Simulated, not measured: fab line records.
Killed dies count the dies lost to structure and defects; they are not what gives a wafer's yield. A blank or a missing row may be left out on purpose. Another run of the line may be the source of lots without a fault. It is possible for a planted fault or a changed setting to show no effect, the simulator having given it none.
fab line records ; flow rit-cmos
record lots=6; wafers=18; last-day=7
route steps=202 shown PLDD@116 SPACER@125 M1@202
lots that met no fault: taken from a fault-free run of the same line
start-h: hours from the record's opening day to when the first of the lot's shown wafers began ; wait-h: how many hours have passed since the lot's step before this one ; " identical to the entry in the row above ; L1.1+2: several wafers, shown together as one row ; - value missing, or start not given ; * or withheld: withheld ; < > ~ a bound
route shown NAME@n: NAME is a module with steps in the file, n the number in the route of the first one ; usual: the fault-free wafers' mean and standard deviation ; same: alike in all rows ; chamber/n: place in a boat ; sites: the reading at each site ; _std_site: the standard deviation of these ; _edge_site: mean of outer sites minus mean of inner sites ; radius-mm: how far each site lies from the wafer's centre ; mask NAME#n: copy n ; behind: the most recent tool/chamber to have shaped the wafer ; hold: why the lot went on hold/how many hours it stayed there/how the hold came to an end ; device: which transistor (n, p or np) failed to switch ; end of line: at the end of the route, the tests of the same wafers ; a step given without rows: its recipe and nothing more ; killed: the dies lost at the first sort to structure and to defects; this is not the yield of the wafer ; map: a wafer's dies, x killed, . not, _ none there
set.NAME: the setting that was run; set.NAME@STEP: the one run at that earlier step ; model.NAME: the simulator's own value behind a step, which no gauge read
certain route steps with their lots: each step a table, each wafer a row
services: when a tool's chamber went out of use (start-h, in hours from the record's first day, below 0 if earlier), for how many hours, and the reason
## steps
# step RIT_PLDD_SOFTBAKE_02
# recipe resist=NOVOLAK; temp-c=90; time-s=60
# step RIT_PLDD_EXPOSE_03
# recipe mask-id=M8; na=0.57; target-cd-nm=40900; dose-mj=250
# step RIT_PLDD_PEB_04
# recipe resist=NOVOLAK; temp-c=withheld; time-s=withheld
# step RIT_PLDD_DEVELOP_05
# recipe resist=NOVOLAK; develop-time-s=50; dev-temp-c=23
# step RIT_PLDD_OVL_MEAS_06
# usual PLDD_OVL=0.1/1.3
lot.wafer;tool;chamber;start-h;wait-h;PLDD_OVL[nm]
L758.1;overlay-01;-;58.42;-;0.8
L758.2;overlay-01;-;58.42;-;1.4
L758.4;overlay-01;-;58.42;-;2.6
L766.1;overlay-02;-;103.26;-;-1.8
L766.3;overlay-02;-;103.26;-;-0.3
L766.4;overlay-02;-;103.26;-;0.5
L770.2;overlay-02;-;120.37;-;0.1
L770.3;overlay-02;-;120.37;-;-0.8
L770.4;overlay-02;-;120.37;-;-1.1
L771.2;overlay-02;-;124.39;-;1.4
L771.4;overlay-02;-;124.39;-;1.9
L771.6;overlay-02;-;124.39;-;2.2
L773.1;overlay-01;-;140.88;-;0.4
L773.2;overlay-01;-;140.88;-;-0.8
L773.6;overlay-01;-;140.88;-;-0.6
L778.2;overlay-02;-;162.53;-;2.7
L778.5;overlay-02;-;162.53;-;1.0
L778.6;overlay-02;-;162.53;-;1.4
# step RIT_PLDD_HARDBAKE_07
# recipe resist=NOVOLAK; temp-c=140; time-s=60
# step RIT_PLDD_IMPLANT_08
# recipe species=BF2; energy-kev=20; dose-cm2=8.879e+14; tilt-deg=7
# step RIT_PLDD_STRIP_09
# recipe chemistry=O2; time-s=180; resist=NOVOLAK; platen-temp-c=withheld; power-w=500; pressure-mtorr=4000; o2-flow-sccm=4000
# usual drypump-motor-current-A=5.5/0.59
lot.wafer;tool;chamber;start-h;wait-h;drypump-motor-current-A;rf-hours-counter-h
L758.1;plasma-asher-04;1;58.76;0.1;5.9;28
L758.2;plasma-asher-04;0;58.76;0.1;6.3;28
L758.4;plasma-asher-04;1;58.76;0.1;5.9;-
L766.1;plasma-asher-03;0;103.59;0.1;5.6;45
L766.3;plasma-asher-03;1;103.59;0.1;5.7;-
L766.4;plasma-asher-03;0;103.59;0.1;5.6;-
L770.2;plasma-asher-02;0;120.70;0.1;5.2;0
L770.3;plasma-asher-02;1;120.70;0.1;4.6;-
L770.4;plasma-asher-02;0;120.70;0.1;5.1;-
L771.2;plasma-asher-02;0;124.72;0.1;5.2;1
L771.4;plasma-asher-02;1;124.72;0.1;4.7;-
L771.6;plasma-asher-02;0;124.72;0.1;5.1;-
L773.1;plasma-asher-03;0;141.21;0.1;5.6;49
L773.2;plasma-asher-03;1;141.21;0.1;5.6;49
L773.6;plasma-asher-03;1;141.21;0.1;5.7;-
L778.2;plasma-asher-03;0;162.86;0.1;5.6;51
L778.5;plasma-asher-03;0;162.86;0.1;5.6;-
L778.6;plasma-asher-03;1;162.86;0.1;5.7;-
# step RIT_PLDD_TW_MEAS_10
# usual PLDD_TW=2342/14
lot.wafer;tool;chamber;start-h;wait-h;PLDD_TW
L758.1;film-metro-03;-;58.93;0.1;2350
L758.2;film-metro-03;-;58.93;0.1;2340
L758.4;film-metro-03;-;58.93;0.1;2326
L766.1;film-metro-03;-;103.77;0.1;2352
L766.3;film-metro-03;-;103.77;0.1;2359
L766.4;film-metro-03;-;103.77;0.1;2358
L770.2;film-metro-04;-;120.88;0.1;2348
L770.3;film-metro-04;-;120.88;0.1;2335
L770.4;film-metro-04;-;120.88;0.1;2340
L771.2;film-metro-03;-;124.91;0.1;2328
L771.4;film-metro-03;-;124.91;0.1;2338
L771.6;film-metro-03;-;124.91;0.1;2345
L773.1;film-metro-03;-;141.39;0.1;2341
L773.2;film-metro-03;-;141.39;0.1;2326
L773.6;film-metro-03;-;141.39;0.1;2323
L778.2;film-metro-02;-;163.05;0.1;2321
L778.5;film-metro-02;-;163.05;0.1;2339
L778.6;film-metro-02;-;163.05;0.1;2336
# step RIT_SPACER_CLEAN_00
# recipe chemistry=SC1; mix=3:3:50; time-s=600; temp-c=75
# step RIT_SPACER_CLEAN_01
# recipe chemistry=dHF; dilution=50:1; time-s=30
# step RIT_SPACER_CLEAN_02
# recipe chemistry=SC2; mix=3:3:50; time-s=600; temp-c=75; dry=n2-spin
# step RIT_SPACER_CVD_03
# recipe material=Si3N4; target-thk-nm=250; temp-c=810; precursor=SiH2Cl2/NH3; time-s=3300; pressure-mtorr=300; sih2cl2-flow-sccm=60; nh3-flow-sccm=150
# usual nh3-flow-sccm=150.1/0.45; sih2cl2-flow-sccm=60.01/0.18; spike-tc-centre-C=811.3/1.1; spike-tc-load-C=836.8/2.2; spike-tc-source-C=833.0/2.2; susceptor-temp-C=810.0/0.36; zone-power-load-pct=22.7/0.45; zone-power-source-pct=20.6/1.3
lot.wafer;tool;chamber;start-h;wait-h;nh3-flow-sccm;sih2cl2-flow-sccm;spike-tc-centre-C;spike-tc-load-C;spike-tc-source-C;susceptor-temp-C;zone-power-load-pct;zone-power-source-pct;model.Si3N4_of_SPACER_CVD_03.thk-nm
L758.1;lpcvd-01;1;59.39;0.0;150.7;60.23;810.3;839.5;832.3;810.4;22.9;19.4;249.3
L758.2;lpcvd-01;1;59.39;0.0;150.6;59.96;811.1;839.5;833.9;810.7;23.0;20.0;246.7
L758.4;lpcvd-01;1;59.39;0.0;149.9;60.19;814.0;839.0;833.4;810.4;22.9;19.3;249.6
L766.1;lpcvd-01;1;104.19;0.0;150.2;59.92;813.5;838.6;832.8;810.0;23.3;19.7;250.7
L766.3;lpcvd-01;1;104.19;0.0;149.8;60.18;812.8;838.1;832.9;810.1;23.4;19.4;252.5
L766.4;lpcvd-01;1;104.19;0.0;149.7;59.86;810.5;838.1;832.7;810.2;23.1;19.4;250.1
L770.2;lpcvd-02;0;121.33;0.0;149.8;60.02;810.2;835.0;835.3;810.1;22.3;19.4;254
L770.3;lpcvd-02;0;121.33;0.0;149.7;60.24;811.1;834.7;834.3;809.7;22.5;19.9;256.2
L770.4;lpcvd-02;0;121.33;0.0;150.3;60.15;809.4;836.7;833.4;809.9;22.7;20.0;254.4
L771.2;lpcvd-01;0;126.42;1.1;150.1;59.89;931.4;957.9;952.0;930.3;30.3;30.4;423.1
L771.4;lpcvd-01;0;126.42;1.1;149.2;59.80;931.6;958.6;951.1;930.0;30.3;30.0;422
L771.6;lpcvd-01;0;126.42;1.1;149.5;59.84;932.2;956.9;952.5;930.1;30.7;30.3;420.1
L773.1;lpcvd-01;0;141.85;0.0;150.5;60.01;932.0;959.6;952.3;930.9;30.0;30.4;423.2
L773.2;lpcvd-01;0;141.85;0.0;150.6;60.18;930.7;959.3;951.5;931.3;29.9;30.4;422.9
L773.6;lpcvd-01;0;141.85;0.0;149.8;60.13;932.3;959.5;950.9;930.8;30.2;30.7;423.6
L778.2;lpcvd-02;1;163.48;0.0;150.1;59.99;810.2;831.6;832.0;809.6;23.6;22.8;252.4
L778.5;lpcvd-02;1;163.48;0.0;150.0;60.26;809.8;834.8;829.8;810.1;23.2;23.3;252.5
L778.6;lpcvd-02;1;163.48;0.0;150.2;59.86;810.6;835.3;833.0;809.8;23.1;22.9;250.7
# step RIT_SPACER_THK_MEAS_04
# recipe reads=Si3N4_of_SPACER_CVD_03
# usual SPACER_NITRIDE_THK=251.2/2.4
lot.wafer;tool;chamber;start-h;wait-h;SPACER_NITRIDE_THK[nm]
L758.1;film-metro-01;-;61.31;0.0;249.4
L758.2;film-metro-01;-;61.31;0.0;246.6
L758.4;film-metro-01;-;61.31;0.0;249.6
L766.1;film-metro-03;-;107.07;0.0;250.7
L766.3;film-metro-03;-;107.07;0.0;252.5
L766.4;film-metro-03;-;107.07;0.0;250.4
L770.2;film-metro-02;-;123.26;0.0;253.9
L770.3;film-metro-02;-;123.26;0.0;256.2
L770.4;film-metro-02;-;123.26;0.0;254.4
L771.2;film-metro-02;-;128.34;0.0;423.1
L771.4;film-metro-02;-;128.34;0.0;421.8
L771.6;film-metro-02;-;128.34;0.0;419.8
L773.1;film-metro-01;-;143.76;0.0;423.4
L773.2;film-metro-01;-;143.76;0.0;422.9
L773.6;film-metro-01;-;143.76;0.0;423.0
L778.2;film-metro-03;-;165.41;0.0;252.3
L778.5;film-metro-03;-;165.41;0.0;252.3
L778.6;film-metro-03;-;165.41;0.0;250.6
# step RIT_SPACER_ETCHBACK_05
# recipe target-depth-a=2500; SF6_flow_sccm=30; CHF3_flow_sccm=30; target=Si3N4; chemistry=SF6/CHF3; pressure-mtorr=40; rf-w=250; time-s=240; stop-on=SiO2
# usual CHF3_flow_sccm=30.00/0.094; drypump-motor-current-A=5.7/0.5; oes-product-au=0.850/0.01; throttle-valve-pct=10.29/0.12
lot.wafer;tool;chamber;start-h;wait-h;CHF3_flow_sccm;drypump-motor-current-A;oes-product-au;rf-hours-counter-h;throttle-valve-pct;model.Si3N4_of_SPACER_CVD_03.thk-nm;model.etch.depth-nm
L758.1;rie-diel-02;0;61.37;0.1;30.02;6.1;0.848;5;10.12;194.2;249.3
L758.2;rie-diel-02;1;61.37;0.1;30.14;5.4;0.840;86;10.46;192.4;246.7
L758.4;rie-diel-02;2;61.37;0.1;29.92;5.2;0.831;9;10.19;196;249.6
L766.1;rie-diel-04;3;107.13;0.1;30.00;5.7;0.841;98;10.44;197.4;250.7
L766.3;rie-diel-04;0;107.13;0.1;30.14;5.3;0.848;149;10.26;197.4;252.5
L766.4;rie-diel-04;2;107.13;0.1;30.12;4.8;0.846;59;10.32;195.8;250.1
L770.2;rie-diel-02;0;123.31;0.0;29.82;6.1;0.866;6;10.14;198.6;254
L770.3;rie-diel-02;2;123.31;0.0;29.90;5.2;0.852;10;10.20;201.9;256.2
L770.4;rie-diel-02;3;123.31;0.0;29.89;6.4;0.864;19;10.21;199.8;254.4
L771.2;rie-diel-04;1;128.39;0.0;30.09;5.8;1.034;100;10.56;329.6;319.3
L771.4;rie-diel-04;3;128.39;0.0;29.95;5.7;0.990;98;10.50;331;311.8
L771.6;rie-diel-04;3;128.39;0.0;30.06;5.7;0.999;-;10.49;329.3;312.3
L773.1;rie-diel-02;2;143.82;0.1;30.05;5.2;0.997;11;10.25;332.1;311.3
L773.2;rie-diel-02;1;143.82;0.1;30.08;5.4;1.023;88;10.52;329.7;318.8
L773.6;rie-diel-02;1;143.82;0.1;30.07;5.4;1.017;-;10.52;330.7;316.9
L778.2;rie-diel-04;1;165.46;0.0;30.00;5.8;0.861;101;10.48;195.9;252.4
L778.5;rie-diel-04;3;165.46;0.0;29.85;5.7;0.855;-;10.44;197.5;252.5
L778.6;rie-diel-04;2;165.46;0.0;29.91;4.8;0.849;-;10.31;195.5;250.7
# step RIT_M1_PROBE_99
# usual killed-at-contacts=0.1/0.28; killed-at-front-end=7.0/2.9; killed-dies=7.0/2.9; killed-on-rim=1.8/1.4; killed-open=3.4/2.1; killed-short=3.6/1.7
# same gross-dies=264; killed_at_M0_to_M3=0; killed_at_M4_up=0; killed-at-back-side=0; killed-at-other=0
lot.wafer;tool;chamber;start-h;wait-h;killed-at-contacts;killed-at-front-end;killed-dies;killed-on-rim;killed-open;killed-short
L771.2;prober-01;-;139.50;0.1;0;264;264;70;1;0
L771.4;prober-01;-;139.60;0.2;0;264;264;70;4;4
L771.6;prober-01;-;139.70;0.2;0;264;264;70;1;1
L773.1;prober-02;-;155.54;0.1;0;264;264;70;4;3
L773.2;prober-02;-;155.59;0.1;0;264;264;70;0;3
L773.6;prober-02;-;155.79;0.2;1;263;264;70;2;2
# killed by level:class
L771.2 SPACER:area-etchback=263 GATE:geometric-particle:open=1
L771.4 SPACER:area-etchback=256 FOX1:geometric-particle:short=3 GATE:geometric-particle:open=2 FOX1:geometric-particle:open=1 GATE:geometric-particle:short=1 SILICIDE:geometric-particle:open=1
L771.6 SPACER:area-etchback=262 FOX1:geometric-particle:short=1 GATE:geometric-particle:open=1
L773.1 SPACER:area-etchback=257 FOX2:geometric-particle:open=2 GATE:geometric-particle:short=2 FOX2:geometric-particle:short=1 GATE:geometric-particle:open=1 SPACER:geometric-particle:open=1
L773.2 SPACER:area-etchback=261 REOX:geometric-particle:short=1 SPACER:geometric-particle:short=1 SILICIDE:geometric-particle:short=1
L773.6 SPACER:area-etchback=260 FOX1:geometric-particle:short=1 GATE:geometric-particle:short=1 GATE:geometric-particle:open=1 CONTACT:geometric-particle:open=1
# map L771.2 (x killed, . not)
________xxxxxxx_______
_____xxxxxxxxxxxxx____
____xxxxxxxxxxxxxxx___
___xxxxxxxxxxxxxxxxx__
__xxxxxxxxxxxxxxxxxxx_
__xxxxxxxxxxxxxxxxxxx_
_xxxxxxxxxxxxxxxxxxxxx
_xxxxxxxxxxxxxxxxxxxxx
_xxxxxxxxxxxxxxxxxxxxx
_xxxxxxxxxxxxxxxxxxxxx
__xxxxxxxxxxxxxxxxxxx_
__xxxxxxxxxxxxxxxxxxx_
___xxxxxxxxxxxxxxxxx__
____xxxxxxxxxxxxxxx___
_____xxxxxxxxxxxxx____
________xxxxxxx_______
# map L773.1 (x killed, . not)
________xxxxxxx_______
_____xxxxxxxxxxxxx____
____xxxxxxxxxxxxxxx___
___xxxxxxxxxxxxxxxxx__
__xxxxxxxxxxxxxxxxxxx_
__xxxxxxxxxxxxxxxxxxx_
_xxxxxxxxxxxxxxxxxxxxx
_xxxxxxxxxxxxxxxxxxxxx
_xxxxxxxxxxxxxxxxxxxxx
_xxxxxxxxxxxxxxxxxxxxx
__xxxxxxxxxxxxxxxxxxx_
__xxxxxxxxxxxxxxxxxxx_
___xxxxxxxxxxxxxxxxx__
____xxxxxxxxxxxxxxx___
_____xxxxxxxxxxxxx____
________xxxxxxx_______
## services
tool;chamber;start-h;hours;kind
lpcvd-02;-;77.87;0.9;repair
rie-diel-02;0;79.37;2.1;repair
plasma-asher-02;-;108.80;9.0;pm
plasma-asher-02;0;108.80;9.0;vent-cycle
plasma-asher-02;1;108.80;9.0;vent-cycle
plasma-asher-02;0;117.80;-;clean
plasma-asher-02;1;117.80;-;clean
rie-diel-04;2;122.30;1.8;repair
rie-diel-04;0;148.42;-;clean
rie-diel-04;0;148.42;22.8;scheduled-down
rie-diel-04;0;148.42;22.8;vent-cycle
## key
first-sign step=RIT_SPACER_CVD_03; reading=susceptor-temp-C; direction=up; sigmas=99+; usual=*; struck=*
effect step=RIT_SPACER_CVD_03; reading=spike-tc-centre-C; direction=up; sigmas=99+; usual=811.3; struck=931.7
effect step=RIT_SPACER_THK_MEAS_04; reading=SPACER_NITRIDE_THK; direction=up; sigmas=72; usual=251.2; struck=422.4
effect step=RIT_SPACER_ETCHBACK_05; reading=oes-product-au; direction=up; sigmas=16; usual=0.850; struck=1.010
effect step=RIT_M1_PROBE_99; reading=killed-dies; direction=up; sigmas=88; usual=7.0; struck=264
model-effect step=RIT_SPACER_CVD_03; value=Si3N4_of_SPACER_CVD_03.thk-nm; without=252.1; struck=422.5
model-effect step=RIT_SPACER_ETCHBACK_05; value=Si3N4_of_SPACER_CVD_03.thk-nm; without=197.2; struck=330.4
more-kills-born-at RIT_SPACER_ETCHBACK_05@rie-diel-04=781; RIT_SPACER_ETCHBACK_05@rie-diel-02=778
met-at RIT_SPACER_CVD_03
struck-wafers L771.2,L771.4,L771.6,L773.1,L773.2,L773.6
later-rows-left-out L771.2,L771.4,L771.6,L773.1,L773.2,L773.6
tester-left-out L771,L773
fault kind=process-parameter-drift; tool=lpcvd-01; chamber=0; onset-h=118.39; steps=RIT_SPACER_CVD_03; channel=temp-c; offset=*; shape=step; end-h=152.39; acts-in=*; stated=*
# tester-left-out: of these lots the tester's yield and bins aren't shown, on N5 and GAA mostly nor the transistor test; their killed dies are dies lost to structure and defects alone, not to doping, threshold or leakage, so they don't give the yield
# later-rows-left-out: the simulator's readings of these wafers behind a module that went badly wrong aren't trusted and aren't shown, but for the sort
